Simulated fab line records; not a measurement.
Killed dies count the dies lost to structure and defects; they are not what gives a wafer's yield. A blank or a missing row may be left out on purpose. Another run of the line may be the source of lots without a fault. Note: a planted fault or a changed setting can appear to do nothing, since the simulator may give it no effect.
fab line records	flow rit-cmos
record lots=6	wafers=18	last-day=7
route steps=202 shown GATE@83 REOX@98 NLDD@103 PLDD@114 M1@202
lots that met no fault: taken from a fault-free run of the same line
start-h: the number of hours between the record's first day and the start of the first shown wafer of the lot	wait-h: how many hours have passed since the lot's step before this one	" repeats the value in the row above	L1.1+2: several wafers, shown together as one row	- either no value or no given start	* or withheld: withheld	< > ~ a bound
route shown NAME@n: a module of which the file shows steps, and the number in the route of the first	usual: mean/standard deviation of fault-free wafers	same: alike in all rows	chamber/n: place in a boat	sites: readings site by site	_std_site: how widely they spread, as a standard deviation	_edge_site: outer sites' mean less inner sites'	radius-mm: for every site, how far away it sits from the centre of the wafer	mask NAME#n: copy n	behind: the tool/chamber that last shaped the wafer	hold: why the lot was held/for how many hours/how that ended	device: the n, p or np transistor that did not switch	end of line: the same wafers' tests at the end of the route	a step given without rows: its recipe and nothing more	killed: at the first sort, the dies lost to defects and structure; wafer yield is something else	map: a wafer's dies, x killed, . not, _ none there
set.NAME: the setting the step ran with; set.NAME@STEP: the setting that earlier step ran with	model.NAME: the simulator's own value behind a step, which no gauge read
lots at selected steps of the route; one table per step, one row per wafer
services: the hour from which a tool's chamber was out of use, counted from the record's first day as start-h (under 0 if before that day), plus the number of hours and why
## steps
# step RIT_GATE_THK_MEAS_07
# recipe reads=SiO2_of_GATE_OXIDATION_05
# usual GATE_OXIDE_THK=2.78/0.063
lot.wafer	tool	chamber	start-h	wait-h	GATE_OXIDE_THK[nm]
L670.2	film-metro-01	-	59.44	0.0	2.64
L670.5	"	-	"	"	2.74
L670.6	"	-	"	"	2.62
L673.2	film-metro-04	-	73.49	0.0	2.74
L673.4	"	-	"	"	2.75
L673.5	"	-	"	"	2.77
L680.2	film-metro-04	-	108.60	0.0	2.84
L680.3	"	-	"	"	2.68
L680.5	"	-	"	"	2.87
L683.1	film-metro-03	-	123.87	0.0	2.78
L683.3	"	-	"	"	2.78
L683.6	"	-	"	"	2.73
L685.2	film-metro-01	-	136.17	0.0	2.81
L685.3	"	-	"	"	2.81
L685.5	"	-	"	"	2.79
L686.1	film-metro-01	-	139.42	0.0	2.75
L686.5	"	-	"	"	2.77
L686.6	"	-	"	"	2.71
# step RIT_GATE_CVD_08
# recipe material=poly-Si	target-thk-nm=250	temp-c=610	precursor=SiH4	time-s=2220	pressure-mtorr=300	sih4-flow-sccm=100
# step RIT_GATE_THK_MEAS_09
# recipe reads=poly-Si_of_GATE_CVD_08
# usual GATE_POLY_THK=249.7/2.4
lot.wafer	tool	chamber	start-h	wait-h	GATE_POLY_THK[nm]
L670.2	film-metro-04	-	61.12	0.0	252.5
L670.5	"	-	"	"	254.6
L670.6	"	-	"	"	252.9
L673.2	film-metro-01	-	75.17	0.0	248.9
L673.4	"	-	"	"	249.0
L673.5	"	-	"	"	250.9
L680.2	film-metro-04	-	110.28	0.0	249.7
L680.3	"	-	"	"	248.4
L680.5	"	-	"	"	248.3
L683.1	film-metro-03	-	125.55	0.0	254.0
L683.3	"	-	"	"	256.1
L683.6	"	-	"	"	254.4
L685.2	film-metro-04	-	137.84	0.0	247.4
L685.3	"	-	"	"	248.3
L685.5	"	-	"	"	249.1
L686.1	film-metro-01	-	141.18	0.0	251.8
L686.5	"	-	"	"	252.5
L686.6	"	-	"	"	253.7
# step RIT_GATE_HMDS_10
# recipe prime-time-s=60	prime-temp-c=140
# step RIT_GATE_COAT_11
# recipe resist=NOVOLAK	spin-rpm=4250	resist-thk-nm=850
# step RIT_GATE_SOFTBAKE_12
# recipe resist=NOVOLAK	temp-c=90	time-s=60
# step RIT_GATE_EXPOSE_13
# recipe mask-id=M6	na=0.6	source-shape=conventional	sigma-outer=0.6	target-cd-nm=150	dose-mj=380
# step RIT_GATE_PEB_14
# recipe resist=NOVOLAK	temp-c=withheld	time-s=withheld
# step RIT_GATE_DEVELOP_15
# recipe resist=NOVOLAK	develop-time-s=50	dev-temp-c=23.5
# step RIT_GATE_CD_MEAS_16
# recipe target-cd-nm=150
# usual cd-nm=150.3/2.4
lot.wafer	tool	chamber	start-h	wait-h	cd-nm
L670.2	cd-sem-01	-	62.16	-	151.4
L670.5	"	-	"	"	150.5
L670.6	"	-	"	"	151.0
L673.2	cd-sem-01	-	76.09	-	148.0
L673.4	"	-	"	"	148.1
L673.5	"	-	"	"	146.5
L680.2	cd-sem-02	-	111.20	-	152.4
L680.3	"	-	"	"	153.1
L680.5	"	-	"	"	152.4
L683.1	cd-sem-01	-	126.60	-	151.7
L683.3	"	-	"	"	150.4
L683.6	"	-	"	"	148.8
L685.2	cd-sem-02	-	138.76	-	153.2
L685.3	"	-	"	"	150.9
L685.5	"	-	"	"	150.0
L686.1	cd-sem-02	-	142.10	-	147.5
L686.5	"	-	"	"	147.5
L686.6	"	-	"	"	148.4
# step RIT_GATE_OVL_MEAS_17
# usual GATE_OVL=0.5/1.4
lot.wafer	tool	chamber	start-h	wait-h	GATE_OVL[nm]
L670.2	overlay-01	-	62.27	0.1	1.4
L670.5	"	-	"	"	1.3
L670.6	"	-	"	"	0.8
L673.2	overlay-01	-	76.19	0.1	-0.1
L673.4	"	-	"	"	-1.1
L673.5	"	-	"	"	-0.6
L680.2	overlay-01	-	111.30	0.1	1.2
L680.3	"	-	"	"	0.4
L680.5	"	-	"	"	0.8
L683.1	overlay-01	-	126.72	0.1	0.4
L683.3	"	-	"	"	0.5
L683.6	"	-	"	"	-0.2
L685.2	overlay-02	-	138.87	0.1	-0.3
L685.3	"	-	"	"	-0.2
L685.5	"	-	"	"	0.1
L686.1	overlay-01	-	142.22	0.1	0.9
L686.5	"	-	"	"	0.2
L686.6	"	-	"	"	1.1
# step RIT_GATE_HARDBAKE_18
# recipe resist=NOVOLAK	temp-c=140	time-s=60
# step RIT_GATE_ETCH_19
# recipe chemistry=SF6/CHF3/O2	time-s=165	SF6_flow_sccm=30	CHF3_flow_sccm=30	O2_flow_sccm=5	target=poly-Si	pressure-mtorr=40	rf-w=160	target-depth-a=3125	over-etch-frac=0.25	stop-on=SiO2
# usual chamber-pressure-mTorr=40.00/0.038	drypump-motor-current-A=5.7/0.36	oes-product-au=0.841/0.01	throttle-valve-pct=10.27/0.15
lot.wafer	tool	chamber	start-h	wait-h	chamber-pressure-mTorr	drypump-motor-current-A	oes-product-au	rf-hours-counter-h	throttle-valve-pct
L670.2	rie-si-02	2	62.45	0.1	39.94	5.9	0.848	2	10.18
L670.5	"	2	"	"	40.04	5.9	0.841	-	10.18
L670.6	"	3	"	"	40.00	5.8	0.844	-	10.12
L673.2	rie-si-01	2	76.45	0.1	39.96	5.4	0.845	153	10.13
L673.4	"	3	"	"	40.01	6.0	0.833	1	10.53
L673.5	"	3	"	"	40.00	6.0	0.838	-	10.54
L680.2	rie-si-02	0	111.61	0.1	40.03	5.0	0.832	93	10.24
L680.3	"	3	"	"	40.03	5.8	0.840	72	10.12
L680.5	"	1	"	"	39.95	5.7	0.845	-	10.17
L683.1	rie-si-01	1	126.90	0.1	40.02	6.3	0.861	6	10.24
L683.3	"	3	"	"	39.99	6.0	0.849	2	10.55
L683.6	"	0	"	"	40.00	5.7	0.840	-	10.41
L685.2	rie-si-01	0	139.05	0.1	39.99	5.7	0.837	53	10.42
L685.3	"	3	"	"	40.05	6.0	0.829	2	10.55
L685.5	"	1	"	"	39.99	6.3	0.843	-	10.27
L686.1	rie-si-02	0	142.41	0.1	39.98	5.0	0.835	93	10.25
L686.5	"	0	"	"	40.06	5.0	0.838	-	10.24
L686.6	"	1	"	"	39.98	5.7	0.853	-	10.15
# step RIT_GATE_STRIP_20
# recipe chemistry=O2	time-s=180	resist=NOVOLAK	platen-temp-c=withheld	power-w=500	pressure-mtorr=4000	o2-flow-sccm=4000
# usual chamber-pressure-mTorr=4000/3.4	drypump-motor-current-A=5.7/0.34
lot.wafer	tool	chamber	start-h	wait-h	chamber-pressure-mTorr	drypump-motor-current-A	rf-hours-counter-h
L670.2	plasma-asher-04	1	62.56	0.1	3999	5.0	47
L670.5	"	0	"	"	4004	5.4	-
L670.6	"	1	"	"	4004	5.1	-
L673.2	plasma-asher-02	0	76.56	0.1	4002	5.6	35
L673.4	"	1	"	"	4002	5.5	-
L673.5	"	1	"	"	4000	5.5	-
L680.2	plasma-asher-01	1	111.72	0.1	3999	5.8	35
L680.3	"	0	"	"	3997	6.2	-
L680.5	"	0	"	"	3996	6.2	-
L683.1	plasma-asher-02	1	127.01	0.1	4006	5.5	1
L683.3	"	1	"	"	3997	5.5	-
L683.6	"	1	"	"	4008	5.5	-
L685.2	plasma-asher-01	1	139.16	0.1	3997	5.8	38
L685.3	"	1	"	"	4000	5.8	-
L685.5	"	0	"	"	4000	6.2	-
L686.1	plasma-asher-02	1	142.52	0.1	4006	5.5	3
L686.5	"	0	"	"	4003	5.6	-
L686.6	"	1	"	"	4001	5.5	-
# step RIT_GATE_CD_MEAS_90
# recipe target-cd-nm=150
# usual cd-nm=150.2/2.4
lot.wafer	tool	chamber	start-h	wait-h	cd-nm
L670.2	cd-sem-02	-	62.75	0.1	151.0
L670.5	"	-	"	"	150.3
L670.6	"	-	"	"	150.5
L673.2	cd-sem-01	-	76.75	0.1	148.0
L673.4	"	-	"	"	147.8
L673.5	"	-	"	"	146.8
L680.2	cd-sem-02	-	111.92	0.1	152.3
L680.3	"	-	"	"	152.9
L680.5	"	-	"	"	152.5
L683.1	cd-sem-01	-	127.19	0.1	151.5
L683.3	"	-	"	"	150.6
L683.6	"	-	"	"	149.1
L685.2	cd-sem-01	-	139.35	0.1	153.3
L685.3	"	-	"	"	151.0
L685.5	"	-	"	"	149.9
L686.1	cd-sem-01	-	142.69	0.1	147.3
L686.5	"	-	"	"	147.1
L686.6	"	-	"	"	148.6
# step RIT_REOX_CLEAN_00
# recipe chemistry=SC1	mix=3:3:50	time-s=600	temp-c=75
# step RIT_REOX_CLEAN_01
# recipe chemistry=dHF	dilution=50:1	time-s=30
# step RIT_REOX_CLEAN_02
# recipe chemistry=SC2	mix=3:3:50	time-s=600	temp-c=75	dry=n2-spin
# step RIT_REOX_OXIDATION_03
# recipe temp-c=900	ambient=O2	target-thk-a=252	ox-time-s=5580
# step RIT_REOX_THK_MEAS_04
# recipe reads=SiO2_of_REOX_OXIDATION_03
# usual REOX_OXIDE_THK=25.4/0.5
lot.wafer	tool	chamber	start-h	wait-h	REOX_OXIDE_THK[nm]
L670.2	film-metro-03	-	65.94	0.0	25.2
L670.5	"	-	"	"	25.6
L670.6	"	-	"	"	25.5
L673.2	film-metro-02	-	79.78	0.0	25.9
L673.4	"	-	"	"	26.0
L673.5	"	-	"	"	25.8
L680.2	film-metro-02	-	114.98	0.0	25.0
L680.3	"	-	"	"	24.9
L680.5	"	-	"	"	25.7
L683.1	film-metro-01	-	131.00	0.0	24.9
L683.3	"	-	"	"	24.7
L683.6	"	-	"	"	24.7
L685.2	film-metro-01	-	142.68	0.0	26.3
L685.3	"	-	"	"	26.3
L685.5	"	-	"	"	25.9
L686.1	film-metro-02	-	147.21	0.0	26.0
L686.5	"	-	"	"	25.9
L686.6	"	-	"	"	26.1
# step RIT_NLDD_HMDS_00
# recipe prime-time-s=60	prime-temp-c=140
# step RIT_NLDD_COAT_01
# recipe resist=NOVOLAK	spin-rpm=3250	resist-thk-nm=1000
# step RIT_NLDD_SOFTBAKE_02
# recipe resist=NOVOLAK	temp-c=90	time-s=60
# step RIT_NLDD_EXPOSE_03
# recipe mask-id=M7	na=0.57	target-cd-nm=40700	dose-mj=250
# step RIT_NLDD_PEB_04
# recipe resist=NOVOLAK	temp-c=withheld	time-s=withheld
# step RIT_NLDD_DEVELOP_05
# recipe resist=NOVOLAK	develop-time-s=50	dev-temp-c=23
# step RIT_NLDD_OVL_MEAS_06
# usual NLDD_OVL=1.4/1.3
lot.wafer	tool	chamber	start-h	wait-h	NLDD_OVL[nm]
L670.2	overlay-02	-	66.84	-	3.8
L670.5	"	-	"	"	1.9
L670.6	"	-	"	"	3.3
L673.2	overlay-02	-	80.84	-	1.9
L673.4	"	-	"	"	2.2
L673.5	"	-	"	"	2.4
L680.2	overlay-01	-	116.01	-	4.0
L680.3	"	-	"	"	2.6
L680.5	"	-	"	"	4.0
L683.1	overlay-02	-	132.03	-	-0.9
L683.3	"	-	"	"	0.6
L683.6	"	-	"	"	-0.7
L685.2	overlay-02	-	143.71	-	1.9
L685.3	"	-	"	"	2.3
L685.5	"	-	"	"	2.4
L686.1	overlay-02	-	148.24	-	1.1
L686.5	"	-	"	"	1.6
L686.6	"	-	"	"	2.2
# step RIT_NLDD_HARDBAKE_07
# recipe resist=NOVOLAK	temp-c=140	time-s=60
# step RIT_NLDD_IMPLANT_08
# recipe species=P	energy-kev=20	dose-cm2=5e+14	tilt-deg=7
# step RIT_NLDD_STRIP_09
# recipe chemistry=O2	time-s=180	resist=NOVOLAK	platen-temp-c=withheld	power-w=500	pressure-mtorr=4000	o2-flow-sccm=4000
# usual chamber-pressure-mTorr=3999/3.2	drypump-motor-current-A=5.47/0.28
lot.wafer	tool	chamber	start-h	wait-h	chamber-pressure-mTorr	drypump-motor-current-A	rf-hours-counter-h
L670.2	plasma-asher-04	1	67.17	0.1	4000	5.08	47
L670.5	"	0	"	"	4001	5.42	-
L670.6	"	1	"	"	4000	5.02	-
L673.2	plasma-asher-03	0	81.17	0.1	3991	5.96	47
L673.4	"	1	"	"	3998	5.46	-
L673.5	"	0	"	"	4001	5.97	-
L680.2	plasma-asher-03	0	116.34	0.1	3999	5.95	48
L680.3	"	1	"	"	4001	5.45	-
L680.5	"	1	"	"	3998	5.46	-
L683.1	plasma-asher-02	1	132.36	0.1	4001	5.53	2
L683.3	"	1	"	"	3999	5.52	-
L683.6	"	1	"	"	3995	5.55	-
L685.2	plasma-asher-02	1	144.04	0.1	3997	5.56	3
L685.3	"	0	"	"	3998	5.66	-
L685.5	"	1	"	"	4002	5.57	-
L686.1	plasma-asher-02	1	148.58	0.1	3996	5.53	3
L686.5	"	1	"	"	3999	5.56	-
L686.6	"	0	"	"	3997	5.60	-
# step RIT_NLDD_TW_MEAS_10
# usual NLDD_TW=2470/12
lot.wafer	tool	chamber	start-h	wait-h	NLDD_TW
L670.2	film-metro-02	-	67.36	0.1	2461
L670.5	"	-	"	"	2471
L670.6	"	-	"	"	2460
L673.2	film-metro-04	-	81.36	0.1	2462
L673.4	"	-	"	"	2455
L673.5	"	-	"	"	2453
L680.2	film-metro-04	-	116.52	0.1	2475
L680.3	"	-	"	"	2471
L680.5	"	-	"	"	2473
L683.1	film-metro-03	-	132.54	0.1	2471
L683.3	"	-	"	"	2482
L683.6	"	-	"	"	2465
L685.2	film-metro-03	-	144.22	0.1	2492
L685.3	"	-	"	"	2483
L685.5	"	-	"	"	2491
L686.1	film-metro-03	-	148.76	0.1	2495
L686.5	"	-	"	"	2480
L686.6	"	-	"	"	2486
# step RIT_PLDD_HMDS_00
# recipe prime-time-s=60	prime-temp-c=140
# step RIT_PLDD_COAT_01
# recipe resist=NOVOLAK	spin-rpm=3250	resist-thk-nm=1013
# step RIT_PLDD_SOFTBAKE_02
# recipe resist=NOVOLAK	temp-c=90	time-s=60
# step RIT_PLDD_EXPOSE_03
# recipe mask-id=M8	na=0.57	target-cd-nm=40900	dose-mj=250
# step RIT_PLDD_PEB_04
# recipe resist=NOVOLAK	temp-c=withheld	time-s=withheld
# step RIT_PLDD_DEVELOP_05
# recipe resist=NOVOLAK	develop-time-s=50	dev-temp-c=23
# step RIT_PLDD_OVL_MEAS_06
# usual PLDD_OVL=-0.7/1.4
lot.wafer	tool	chamber	start-h	wait-h	PLDD_OVL[nm]
L670.2	overlay-02	-	68.39	-	0.2
L670.5	"	-	"	"	-0.4
L670.6	"	-	"	"	-0.9
L673.2	overlay-02	-	82.26	-	0.4
L673.4	"	-	"	"	-1.9
L673.5	"	-	"	"	-2.0
L680.2	overlay-02	-	117.43	-	0.7
L680.3	"	-	"	"	-0.8
L680.5	"	-	"	"	0.2
L683.1	overlay-02	-	133.57	-	1.8
L683.3	"	-	"	"	0.9
L683.6	"	-	"	"	1.5
L685.2	overlay-02	-	145.29	-	-1.0
L685.3	"	-	"	"	-0.8
L685.5	"	-	"	"	-2.2
L686.1	overlay-02	-	149.79	-	1.6
L686.5	"	-	"	"	1.7
L686.6	"	-	"	"	1.0
# step RIT_PLDD_HARDBAKE_07
# recipe resist=NOVOLAK	temp-c=140	time-s=60
# step RIT_PLDD_IMPLANT_08
# recipe species=BF2	energy-kev=20	dose-cm2=9e+14	tilt-deg=7
# step RIT_PLDD_STRIP_09
# recipe chemistry=O2	time-s=180	resist=NOVOLAK	platen-temp-c=withheld	power-w=500	pressure-mtorr=4000	o2-flow-sccm=4000
# usual chamber-pressure-mTorr=4000/3.8	drypump-motor-current-A=5.70/0.22
lot.wafer	tool	chamber	start-h	wait-h	chamber-pressure-mTorr	drypump-motor-current-A	rf-hours-counter-h
L670.2	plasma-asher-01	0	68.72	0.1	3998	6.17	29
L670.5	"	1	"	"	4001	5.77	-
L670.6	"	0	"	"	4005	6.16	-
L673.2	plasma-asher-01	1	82.74	0.1	3997	5.76	31
L673.4	"	0	"	"	4002	6.16	-
L673.5	"	0	"	"	4001	6.16	-
L680.2	plasma-asher-02	1	117.76	0.1	4007	5.53	0
L680.3	"	0	"	"	3996	5.64	-
L680.5	"	1	"	"	4006	5.56	-
L683.1	plasma-asher-02	1	133.91	0.1	4001	5.52	2
L683.3	"	1	"	"	4005	5.54	-
L683.6	"	0	"	"	3996	5.62	-
L685.2	plasma-asher-03	1	145.62	0.1	4004	5.43	50
L685.3	"	0	"	"	4001	5.98	-
L685.5	"	1	"	"	3997	5.47	-
L686.1	plasma-asher-02	1	150.13	0.1	3996	5.55	3
L686.5	"	1	"	"	3998	5.55	-
L686.6	"	0	"	"	4002	5.62	-
# step RIT_PLDD_TW_MEAS_10
# usual PLDD_TW=2330/12
lot.wafer	tool	chamber	start-h	wait-h	PLDD_TW
L670.2	film-metro-04	-	68.91	0.1	2347
L670.5	"	-	"	"	2338
L670.6	"	-	"	"	2342
L673.2	film-metro-03	-	82.93	0.1	2351
L673.4	"	-	"	"	2343
L673.5	"	-	"	"	2344
L680.2	film-metro-04	-	117.94	0.1	2315
L680.3	"	-	"	"	2333
L680.5	"	-	"	"	2337
L683.1	film-metro-03	-	134.08	0.1	2332
L683.3	"	-	"	"	2331
L683.6	"	-	"	"	2345
L685.2	film-metro-04	-	145.80	0.1	2319
L685.3	"	-	"	"	2321
L685.5	"	-	"	"	2336
L686.1	film-metro-03	-	150.30	0.1	2336
L686.5	"	-	"	"	2342
L686.6	"	-	"	"	2344
# step RIT_M1_PROBE_99
# usual killed-at-front-end=7/3	killed-dies=7/3	killed-open=3.2/1.8	killed-short=3.5/2.1
# same gross-dies=264	killed_at_M0_to_M3=0	killed_at_M4_up=0	killed-at-back-side=0	killed-at-contacts=0	killed-at-other=0
lot.wafer	tool	chamber	start-h	wait-h	killed-at-front-end	killed-dies	killed-open	killed-short
L670.2	prober-01	-	82.52	0.1	7	7	3	4
L670.5	prober-01	-	82.67	0.2	5	5	2	3
L670.6	prober-01	-	82.72	0.2	3	3	2	1
L673.2	prober-02	-	96.69	0.1	6	6	4	2
L673.4	prober-02	-	96.79	0.2	5	5	1	4
L673.5	prober-02	-	96.84	0.2	8	8	4	4
L680.2	prober-01	-	132.67	0.1	2	2	1	1
L680.3	prober-01	-	132.72	0.2	8	8	3	5
L680.5	prober-01	-	132.82	0.2	6	6	3	3
L683.1	prober-02	-	147.86	0.1	30	30	1	2
L683.3	prober-02	-	147.96	0.2	36	36	7	3
L683.6	prober-02	-	148.11	0.2	32	32	6	2
L685.2	prober-02	-	159.52	0.1	26	26	3	2
L685.3	prober-02	-	159.57	0.2	40	40	3	2
L685.5	prober-02	-	159.67	0.2	39	39	2	4
L686.1	prober-01	-	163.72	0.1	6	6	3	3
L686.5	prober-01	-	163.92	0.2	4	4	2	2
L686.6	prober-01	-	163.97	0.2	5	5	2	3
# killed by level:class
L670.2 REOX:geometric-particle:short=2 FOX1:geometric-particle:open=1 FOX1:geometric-particle:short=1 GATE:geometric-particle:short=1 REOX:geometric-particle:open=1 SILICIDE:geometric-particle:open=1
L670.5 SPACER:geometric-particle:short=2 GATE:geometric-particle:open=1 GATE:geometric-particle:short=1 SPACER:geometric-particle:open=1
L670.6 GATE:geometric-particle:short=1 REOX:geometric-particle:open=1 SILICIDE:geometric-particle:open=1
L673.2 SILICIDE:geometric-particle:open=2 FOX1:geometric-particle:short=1 FOX1:geometric-particle:open=1 GATE:geometric-particle:short=1 GATE:geometric-particle:open=1
L673.4 GATE:geometric-particle:short=2 SILICIDE:geometric-particle:short=2 GATE:geometric-particle:open=1
L673.5 GATE:geometric-particle:short=3 FOX1:geometric-particle:open=1 FOX2:geometric-particle:open=1 GATE:geometric-particle:open=1 SPACER:geometric-particle:open=1 SILICIDE:geometric-particle:short=1
L680.2 GATE:geometric-particle:open=1 GATE:geometric-particle:short=1
L680.3 GATE:geometric-particle:short=3 GATE:geometric-particle:open=2 SPACER:geometric-particle:short=2 FOX1:geometric-particle:open=1
L680.5 GATE:geometric-particle:open=3 SPACER:geometric-particle:short=2 FOX2:geometric-particle:short=1
L683.1 GATE:unspecified=27 FOX1:geometric-particle:open=1 GATE:geometric-particle:short=1 SILICIDE:geometric-particle:short=1
L683.3 GATE:unspecified=26 GATE:geometric-particle:open=4 FOX2:geometric-particle:open=3 GATE:geometric-particle:short=2 SILICIDE:geometric-particle:short=1
L683.6 GATE:unspecified=24 FOX1:geometric-particle:open=2 FOX2:geometric-particle:open=2 GATE:geometric-particle:open=2 FOX1:geometric-particle:short=1 FOX2:geometric-particle:short=1
L685.2 GATE:unspecified=21 GATE:geometric-particle:open=1 SPACER:geometric-particle:short=1 SPACER:geometric-particle:open=1 SILICIDE:geometric-particle:open=1 SILICIDE:geometric-particle:short=1
L685.3 GATE:unspecified=35 FOX2:geometric-particle:open=2 GATE:geometric-particle:short=2 FOX1:geometric-particle:open=1
L685.5 GATE:unspecified=33 SILICIDE:geometric-particle:short=2 FOX2:geometric-particle:open=1 FOX2:geometric-particle:short=1 GATE:geometric-particle:short=1 SPACER:geometric-particle:open=1
L686.1 GATE:geometric-particle:open=2 FOX2:geometric-particle:open=1 FOX2:geometric-particle:short=1 GATE:geometric-particle:short=1 REOX:geometric-particle:short=1
L686.5 FOX1:geometric-particle:short=1 FOX2:geometric-particle:open=1 GATE:geometric-particle:short=1 REOX:geometric-particle:open=1
L686.6 FOX1:geometric-particle:open=2 SPACER:geometric-particle:short=2 FOX1:geometric-particle:short=1
# map L683.3 (x killed, . not)
________..x...._______
_____...........x.____
____..x............___
___.................__
__.......xxxxx......._
__......xxxxx........_
_.......xxxxx.........
_.......xxxxxx........
_....x.xxxx...........
_.......x.xxx.........
__..................._
__........x.........._
___.................__
____...............___
_____.....x...x...____
________......._______
# map L685.3 (x killed, . not)
________.....x._______
_____.............____
____...............___
___......xxx........__
__.....xx.xxx........_
__....xxxxxxx........_
_....x.xxxxxxx........
_......xxxxxxx........
_......x.xxxx.........
_........xx...........
__......x............_
__..................._
___.................__
____..............x___
_____.............____
________......._______
## services
tool	chamber	start-h	hours	kind
rie-si-01	1	44.13	4.1	repair
rie-si-02	-	56.12	0.7	repair
plasma-asher-03	-	60.21	2.8	pm
plasma-asher-03	-	81.50	28.1	pm
rie-si-02	-	84.38	14.6	pm
rie-si-01	2	98.30	-	clean
rie-si-01	2	98.30	20.1	scheduled-down
rie-si-01	2	98.30	20.1	vent-cycle
plasma-asher-02	-	108.75	9.0	pm
plasma-asher-02	0	108.75	9.0	vent-cycle
plasma-asher-02	1	108.75	9.0	vent-cycle
plasma-asher-02	0	117.75	-	clean
plasma-asher-02	1	117.75	-	clean
rie-si-01	-	121.14	1.0	repair
plasma-asher-03	-	131.59	9.1	repair
## key
first-sign step=RIT_M1_PROBE_99	reading=killed-at-front-end	direction=up	sigmas=8.9	usual=7	struck=34
effect step=RIT_M1_PROBE_99	reading=killed-dies	direction=up	sigmas=8.9	usual=7	struck=34
met-at RIT_GATE_ETCH_19
struck-wafers L683.1,L683.3,L683.6,L685.2,L685.3,L685.5
tester-left-out L683,L685
onset-between 76.45 126.90
fault kind=chamber-particle-source	tool=rie-si-01	chamber=-	onset-h=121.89	steps=RIT_GATE_ETCH_19	rate-per-visit-cm2=0.76825	end-h=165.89
# tester-left-out: of these lots the tester's yield and bins aren't shown, on N5 and GAA mostly nor the transistor test; their killed dies are dies lost to structure and defects alone, not to doping, threshold or leakage, so they don't give the yield
